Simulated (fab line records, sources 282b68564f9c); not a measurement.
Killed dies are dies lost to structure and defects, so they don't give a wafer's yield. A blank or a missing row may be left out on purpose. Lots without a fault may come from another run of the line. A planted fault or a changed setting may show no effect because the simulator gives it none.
fab line records | flow rit_cmos
record lots=14 wafers=42 last_day=7
route steps=202 shown ACTIVE@1 PRETRO@70 M1@202
lots that met no fault: from a run of the same line without faults
start_h: hours from the record's first day to the start of the lot's first wafer shown | wait_h: hours since the lot's step before | " the same as in the row above | L1.1+2: a row that stands for several wafers | - no value, or no start given | * or withheld: withheld | < > ~ a bound
route shown NAME@n: a module of which the file shows steps, and the number in the route of the first | usual: mean/standard deviation of fault-free wafers | same: alike in all rows | chamber/n: place in a boat | sites: the reading at each site | _std_site: their standard deviation | _edge_site: outer sites' mean less inner sites' | radius_mm: how far each site lies from the wafer's centre | mask NAME#n: copy n | behind: the tool/chamber that last shaped the wafer | hold: why the lot was held/for how many hours/how that ended | device: the transistor (n, p or np) that didn't switch | end of line: the same wafers' tests at the end of the route | a step without rows: its recipe alone | killed: dies lost to structure and defects at the first sort, not the wafer's yield | map: a wafer's dies, x killed, . not, _ none there
set.NAME: the setting as run; set.NAME@STEP: as run at that earlier step | model.NAME: the simulator's own value behind a step, which no gauge read
steps of the route over a sample of lots; a table a step, a row a wafer
services: from which hour (start_h, from the record's first day; less than 0 if before it) a tool's chamber was out of use, for how many hours, and why
## steps
# step RIT_ACTIVE_BOW_MEAS_00
# recipe mode=bow
# usual INCOMING_BOW=0/6
# columns lot.wafer tool chamber start_h wait_h INCOMING_BOW[um]
L324.2 film_metro-01 - 10.02 - 2
L324.3 " - " " 5
L324.4 " - " " -5
L325.2 film_metro-03 - 15.02 - -3
L325.3 " - " " 12
L325.5 " - " " 11
L327.1 film_metro-03 - 25.00 - -1
L327.4 " - " " -8
L327.5 " - " " 2
L328.1 film_metro-02 - 30.00 - 0
L328.2 " - " " -7
L328.6 " - " " 5
L330.4 film_metro-02 - 40.06 - -1
L330.5 " - " " -2
L330.6 " - " " 2
L332.1 film_metro-02 - 50.00 - 5
L332.3 " - " " 3
L332.4 " - " " -6
L335.2 film_metro-01 - 65.02 - -4
L335.4 " - " " 2
L335.6 " - " " 12
L336.1 film_metro-03 - 70.00 - -1
L336.3 " - " " 0
L336.6 " - " " -6
L340.1 film_metro-02 - 90.00 - -4
L340.4 " - " " 2
L340.6 " - " " 2
L341.1 film_metro-02 - 95.00 - -2
L341.5 " - " " 3
L341.6 " - " " 7
L343.1 film_metro-01 - 105.00 - -7
L343.3 " - " " 1
L343.6 " - " " -9
L344.1 film_metro-01 - 110.00 - -1
L344.3 " - " " -3
L344.5 " - " " -1
L345.1 film_metro-01 - 115.00 - -3
L345.3 " - " " 9
L345.5 " - " " -7
L346.2 film_metro-02 - 120.02 - -1
L346.4 " - " " 6
L346.6 " - " " 0
# step RIT_ACTIVE_SOFTBAKE_07
# recipe resist=NOVOLAK temp_c=90 time_s=60
# usual heater_power_total_W=34.56/0.055 plate_temp_C=90.00/0.12
# same time_s=60
# columns lot.wafer tool chamber start_h wait_h heater_power_total_W plate_temp_C
L324.2 litho_track-03 0 15.44 0.1 34.62 90.10
L324.3 " 0 " " 34.46 90.14
L324.4 " 0 " " 34.58 90.18
L325.2 litho_track-02 0 18.92 0.1 34.58 90.02
L325.3 " 0 " " 34.52 90.03
L325.5 " 0 " " 34.60 89.85
L327.1 litho_track-01 0 30.44 0.1 34.51 89.96
L327.4 " 0 " " 34.63 89.92
L327.5 " 0 " " 34.54 89.95
L328.1 litho_track-03 0 36.26 0.1 34.54 90.09
L328.2 " 0 " " 34.57 90.16
L328.6 " 0 " " 34.47 90.18
L330.4 litho_track-02 0 44.66 0.1 34.60 90.07
L330.5 " 0 " " 34.52 90.01
L330.6 " 0 " " 34.60 89.80
L332.1 litho_track-03 0 58.60 0.1 34.48 89.92
L332.3 " 0 " " 34.62 90.20
L332.4 " 0 " " 34.59 90.09
L335.2 litho_track-02 0 70.13 0.1 39.45 98.96
L335.4 " 0 " " 39.44 99.18
L335.6 " 0 " " 39.51 98.91
L336.1 litho_track-02 0 79.08 0.1 39.43 98.99
L336.3 " 0 " " 39.51 99.24
L336.6 " 0 " " 39.59 99.24
L340.1 litho_track-01 0 97.40 0.1 34.43 89.71
L340.4 " 0 " " 34.60 89.83
L340.6 " 0 " " 34.56 89.99
L341.1 litho_track-01 0 99.93 0.1 34.45 90.27
L341.5 " 0 " " 34.51 90.16
L341.6 " 0 " " 34.59 90.03
L343.1 litho_track-03 0 109.23 0.1 34.56 89.99
L343.3 " 0 " " 34.49 90.02
L343.6 " 0 " " 34.42 90.25
L344.1 litho_track-03 0 115.37 0.1 34.58 89.88
L344.3 " 0 " " 34.50 90.10
L344.5 " 0 " " 34.56 89.90
L345.1 litho_track-01 0 119.17 0.1 34.51 89.99
L345.3 " 0 " " 34.60 90.01
L345.5 " 0 " " 34.62 89.95
L346.2 litho_track-01 0 124.95 0.1 34.59 89.73
L346.4 " 0 " " 34.52 89.89
L346.6 " 0 " " 34.50 90.04
# step RIT_ACTIVE_ETCH_13
# recipe stop_on=SiO2 chemistry=SF6 target=Si3N4 time_s=210 over_etch_frac=0.4 SF6_flow_sccm=200 pressure_mtorr=260 rf_w=125 target_depth_a=2100
# usual drypump_motor_current_A=5.8/0.56 oes_product_au=0.822/0.018 throttle_valve_pct=7.54/0.13
# same time_s=210
# columns lot.wafer tool chamber start_h wait_h drypump_motor_current_A oes_product_au rf_hours_counter_h throttle_valve_pct
L324.2 rie_diel-02 1 16.42 0.1 5.2 0.820 119 7.58
L324.3 " 2 " " 6.1 0.839 33 7.38
L324.4 " 3 " " 6.8 0.830 131 7.60
L325.2 rie_diel-04 0 19.90 0.1 6.3 0.818 0 7.75
L325.3 " 2 " " 6.0 0.804 90 7.60
L325.5 " 3 " " 5.8 0.800 - 7.56
L327.1 rie_diel-03 3 31.26 0.1 4.7 0.792 4 7.41
L327.4 " 1 " " 5.6 0.823 98 7.70
L327.5 " 3 " " 4.7 0.805 - 7.43
L328.1 rie_diel-04 3 37.20 0.1 5.8 0.810 126 7.56
L328.2 " 0 " " 6.3 0.827 1 7.74
L328.6 " 3 " " 5.8 0.813 - 7.57
L330.4 rie_diel-02 3 45.41 0.1 6.7 0.831 132 7.60
L330.5 " 0 " " 5.8 0.846 - 7.30
L330.6 " 1 " " 5.2 0.817 - 7.59
L332.1 rie_diel-03 1 59.55 0.1 5.6 0.814 99 7.69
L332.3 " 0 " " 5.1 0.804 90 7.50
L332.4 " 2 " " 5.6 0.811 6 7.68
L335.2 rie_diel-02 0 71.40 0.1 5.8 0.858 4 7.30
L335.4 " 2 " " 6.1 0.848 34 7.39
L335.6 " 3 " " 6.7 0.844 - 7.62
L336.1 rie_diel-04 3 80.03 0.1 5.8 0.801 127 7.58
L336.3 " 0 " " 6.3 0.822 2 7.74
L336.6 " 3 " " 5.8 0.804 - 7.56
L340.1 rie_diel-02 3 98.35 0.1 6.8 0.830 133 7.62
L340.4 " 1 " " 5.2 0.818 121 7.58
L340.6 " 3 " " 6.8 0.824 - 7.60
L341.1 rie_diel-03 2 100.75 0.1 5.6 0.809 7 7.69
L341.5 " 1 " " 5.6 0.811 - 7.67
L341.6 " 2 " " 5.6 0.810 - 7.71
L343.1 rie_diel-03 1 110.29 0.1 5.6 0.828 99 7.67
L343.3 " 3 " " 4.7 0.799 5 7.41
L343.6 " 0 " " 5.1 0.809 - 7.50
L344.1 rie_diel-02 2 116.68 0.1 6.1 0.852 34 7.40
L344.3 " 1 " " 5.2 0.828 121 7.58
L344.5 " 3 " " 6.8 0.828 - 7.59
L345.1 rie_diel-04 3 120.14 0.1 5.8 0.801 128 7.58
L345.3 " 0 " " 6.3 0.822 3 7.73
L345.5 " 0 " " 6.3 0.827 - 7.74
L346.2 rie_diel-02 0 125.98 0.1 5.8 0.845 5 7.31
L346.4 " 1 " " 5.2 0.835 - 7.57
L346.6 " 0 " " 5.8 0.851 - 7.31
# step RIT_PRETRO_OVL_MEAS_06
# usual PRETRO_OVL=1.0/1.2
# columns lot.wafer tool chamber start_h wait_h PRETRO_OVL[nm]
L324.2 overlay-02 - 39.04 - 2.6
L324.3 " - " " 2.3
L324.4 " - " " 1.5
L325.2 overlay-01 - 43.62 - 0.9
L325.3 " - " " 0.9
L325.5 " - " " 0.8
L327.1 overlay-02 - 51.96 - 1.0
L327.4 " - " " 1.1
L327.5 " - " " 1.8
L328.1 overlay-02 - 57.13 - -0.1
L328.2 " - " " 0.2
L328.6 " - " " 2.9
L330.4 overlay-01 - 76.16 - 2.3
L330.5 " - " " 2.0
L330.6 " - " " 1.5
L332.1 overlay-01 - 91.49 - 0.5
L332.3 " - " " -2.1
L332.4 " - " " 2.0
L335.2 overlay-02 - 97.36 - 0.0
L335.4 " - " " -0.2
L335.6 " - " " 1.0
L336.1 overlay-01 - 105.74 - 2.6
L336.3 " - " " 1.0
L336.6 " - " " -0.2
L341.1 overlay-02 - 123.50 - 2.2
L341.5 " - " " 3.1
L341.6 " - " " 2.1
L340.1 overlay-01 - 124.26 - 2.8
L340.4 " - " " 1.3
L340.6 " - " " 2.9
L343.1 overlay-01 - 128.57 - 0.7
L343.3 " - " " -0.4
L343.6 " - " " -1.5
L344.1 overlay-01 - 134.46 - -0.6
L344.3 " - " " -0.4
L344.5 " - " " 0.1
L345.1 overlay-02 - 139.98 - 0.0
L345.3 " - " " -0.6
L345.5 " - " " -0.1
L346.2 overlay-01 - 143.01 - 0.7
L346.4 " - " " 1.2
L346.6 " - " " 2.0
# step RIT_M1_PROBE_99
# usual killed_at_contacts=0.1/0.23 killed_at_front_end=6.7/2.9 killed_dies=6.8/2.9 killed_open=3.5/2.1 killed_short=3.2/1.9
# same gross_dies=264 killed_at_M0_to_M3=0 killed_at_M4_up=0 killed_at_back_side=0 killed_at_other=0
# columns lot.wafer tool chamber start_h wait_h killed_at_contacts killed_at_front_end killed_dies killed_open killed_short
L327.1 prober-02 - 98.72 0.1 0 10 10 4 6
L327.4 prober-02 - 98.87 0.2 0 16 16 10 6
L327.5 prober-02 - 98.92 0.2 0 10 10 5 5
L341.1 prober-01 - 152.46 0.1 0 9 9 5 4
L341.5 prober-01 - 152.66 0.2 0 9 9 3 6
L341.6 prober-01 - 152.71 0.2 0 7 7 6 1
L340.1 prober-02 - 153.96 0.1 0 7 7 1 6
L340.4 prober-02 - 154.11 0.2 0 10 10 4 6
L340.6 prober-02 - 154.21 0.2 0 4 4 1 3
L343.1 prober-01 - 156.77 0.1 0 10 10 4 6
L343.3 prober-01 - 156.87 0.2 0 10 10 3 7
L343.6 prober-01 - 157.02 0.2 0 4 4 3 1
# killed by level:class
L327.1 GATE:geometric_particle:short=3 FOX1:geometric_particle:short=2 FOX1:geometric_particle:open=1 FOX2:geometric_particle:open=1 FOX2:geometric_particle:short=1 GATE:geometric_particle:open=1 SPACER:geometric_particle:open=1
L327.4 FOX1:geometric_particle:open=3 GATE:geometric_particle:open=3 GATE:geometric_particle:short=2 REOX:geometric_particle:open=2 SPACER:geometric_particle:open=2 SPACER:geometric_particle:short=2 ACTIVE:geometric_particle:short=1 SILICIDE:geometric_particle:short=1
L327.5 GATE:geometric_particle:open=3 GATE:geometric_particle:short=2 SPACER:geometric_particle:short=2 FOX1:geometric_particle:short=1 REOX:geometric_particle:open=1 SILICIDE:geometric_particle:open=1
L341.1 FOX1:geometric_particle:open=1 FOX1:geometric_particle:short=1 FOX2:geometric_particle:short=1 GATE:geometric_particle:open=1 GATE:geometric_particle:short=1 REOX:geometric_particle:open=1 SPACER:geometric_particle:open=1 SPACER:geometric_particle:short=1
L341.5 GATE:geometric_particle:short=2 SPACER:geometric_particle:short=2 FOX2:geometric_particle:open=1 GATE:geometric_particle:open=1 REOX:geometric_particle:open=1 REOX:geometric_particle:short=1 SILICIDE:geometric_particle:short=1
L341.6 GATE:geometric_particle:open=5 GATE:geometric_particle:short=1 SPACER:geometric_particle:open=1
L340.1 GATE:geometric_particle:short=2 SPACER:geometric_particle:short=2 GATE:geometric_particle:open=1 REOX:geometric_particle:short=1 SILICIDE:geometric_particle:short=1
L340.4 SILICIDE:geometric_particle:short=4 SILICIDE:geometric_particle:open=2 GATE:geometric_particle:short=1 GATE:geometric_particle:open=1 REOX:geometric_particle:open=1 SPACER:geometric_particle:short=1
L340.6 REOX:geometric_particle:short=2 GATE:geometric_particle:short=1 GATE:geometric_particle:open=1
L343.1 GATE:geometric_particle:short=3 REOX:geometric_particle:open=2 SPACER:geometric_particle:short=2 FOX2:geometric_particle:short=1 GATE:geometric_particle:open=1 SPACER:geometric_particle:open=1
L343.3 GATE:geometric_particle:short=4 GATE:geometric_particle:open=2 REOX:geometric_particle:short=2 FOX1:geometric_particle:short=1 FOX1:geometric_particle:open=1
L343.6 FOX1:geometric_particle:open=1 FOX2:geometric_particle:short=1 SPACER:geometric_particle:open=1 SILICIDE:geometric_particle:open=1
## services
# columns tool chamber start_h hours kind
rie_diel-04 1 -6.04 54.5 repair
rie_diel-03 2 -3.28 1.5 repair
rie_diel-04 0 10.76 8.2 repair
rie_diel-02 0 22.46 7.8 repair
rie_diel-02 1 25.84 1.4 repair
rie_diel-03 1 36.86 8.2 repair
rie_diel-02 2 39.93 5.0 repair
rie_diel-03 0 41.34 6.0 repair
rie_diel-03 0 50.22 8.6 repair
rie_diel-03 3 61.34 6.4 repair
rie_diel-03 - 74.32 0.6 repair
rie_diel-03 2 105.74 6.5 repair
rie_diel-03 2 117.10 36.1 repair
rie_diel-02 3 119.71 7.9 repair
## key
first_sign step=RIT_ACTIVE_SOFTBAKE_07 reading=heater_power_total_W direction=up sigmas=90 usual=34.56 struck=39.49
effect step=RIT_ACTIVE_SOFTBAKE_07 reading=plate_temp_C direction=up sigmas=73 usual=* struck=*
met_at RIT_ACTIVE_SOFTBAKE_07
struck_lots L335,L336
tester_left_out L335,L336
not_acting_at RIT_ACTIVE_BOW_MEAS_00,RIT_ACTIVE_ETCH_13,RIT_PRETRO_OVL_MEAS_06
onset_between 44.66 70.13
fault kind=process_parameter_drift tool=litho_track-02 chamber=- onset_h=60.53 steps=RIT_ACTIVE_SOFTBAKE_07 channel=temp_c offset=* shape=step end_h=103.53 acts_in=* stated=*
# tester_left_out: of these lots the tester's yield and bins aren't shown, on N5 and GAA mostly nor the transistor test; their killed dies are dies lost to structure and defects alone, not to doping, threshold or leakage, so they don't give the yield
